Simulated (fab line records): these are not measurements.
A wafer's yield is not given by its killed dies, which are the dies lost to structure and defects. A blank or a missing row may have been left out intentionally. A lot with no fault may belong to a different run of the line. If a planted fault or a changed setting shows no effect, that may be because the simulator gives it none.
Matching of chambers + flow berkeleyCmos170 + 3 sister chambers for UCB170_SPACER_CVD_00 on pecvd-01
The step deposits SiO2 from TEOS/O2, target thk 376 nm, time 47 s. 18 wafers are shown with their chamber, then 9 later ones without.

WAFERS PAIRED WITH THEIR CHAMBERS
| wafer  | chamber | heaterPowerW (W) | rfFwdPowerW (W) |
|--------|---------|------------------|-----------------|
| L076.1 | 1       | 284              | 544.9           |
| L076.2 | 0       | 278              | 546.0           |
| L076.5 | 1       | 295              | 540.9           |
| L079.1 | 2       | 216              | 544.9           |
| L079.3 | 0       | 231              | 545.3           |
| L079.5 | 1       | 300              | 541.0           |
| L086.1 | 2       | 260              | 540.6           |
| L086.2 | 0       | 271              | 544.6           |
| L086.6 | 1       | 276              | 543.5           |
| L083.1 | 1       | 284              | 542.5           |
| L083.4 | 2       | 216              | 542.6           |
| L083.5 | 0       | 272              | 545.0           |
| L089.1 | 0       | 290              | 544.7           |
| L089.2 | 1       | 295              | 550.1           |
| L089.4 | 0       | 214              | 543.3           |
| L091.3 | 2       | 249              | 543.3           |
| L091.4 | 0       | 273              | 547.3           |
| L091.5 | 2       | 252              | 545.2           |

SIGNATURES, as means of the wafers listed above
| reading      | chamber 0 | chamber 1 | chamber 2 | scatter within a chamber |
|--------------|-----------|-----------|-----------|--------------------------|
| heaterPowerW | 261.29    | 289.00    | 238.60    | 21.3                     |
| rfFwdPowerW  | 545.171   | 543.817   | 543.320   | 2.34                     |
Rule: for a wafer and a chamber, the distance is found by dividing, reading by reading, the gap between the wafer's reading and the chamber's mean by the reading's scatter, squaring, summing and taking the root. The wafer belongs to the nearest chamber; if the next one is less than 2 further off, it can't be placed. The scatter: the root of (the sum of the squares of (reading less its chamber's mean) over the shown wafers, divided by (wafers less chambers)).

WAFERS MISSING THEIR CHAMBER
| wafer  | heaterPowerW (W) | rfFwdPowerW (W) |
|--------|------------------|-----------------|
| L094.1 | 225              | 543.7           |
| L094.4 | 296              | 544.7           |
| L094.6 | 301              | 543.7           |
| L093.1 | 229              | 545.6           |
| L093.2 | 272              | 541.9           |
| L093.5 | 244              | 543.4           |
| L095.1 | 261              | 545.1           |
| L095.2 | 268              | 546.2           |
| L095.3 | 212              | 544.7           |

WHICH CHAMBER EACH WENT THROUGH
| wafer  | from the rows above          | in truth |
|--------|------------------------------|----------|
| L094.1 | can't be placed: 2 or 0      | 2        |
| L094.4 | can't be placed: 1 or 0      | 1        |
| L094.6 | can't be placed: 1 or 0      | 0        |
| L093.1 | can't be placed: 2 or 0 or 1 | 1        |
| L093.2 | can't be placed: 1 or 0 or 2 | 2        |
| L093.5 | can't be placed: 2 or 0 or 1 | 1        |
| L095.1 | can't be placed: 0 or 2 or 1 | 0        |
| L095.2 | can't be placed: 0 or 1 or 2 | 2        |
| L095.3 | can't be placed: 2 or 0      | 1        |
Placed correctly: 0 of 9. These rows do not allow placing 9 (true chamber among the candidates in 8). Wrongly placed: 0.
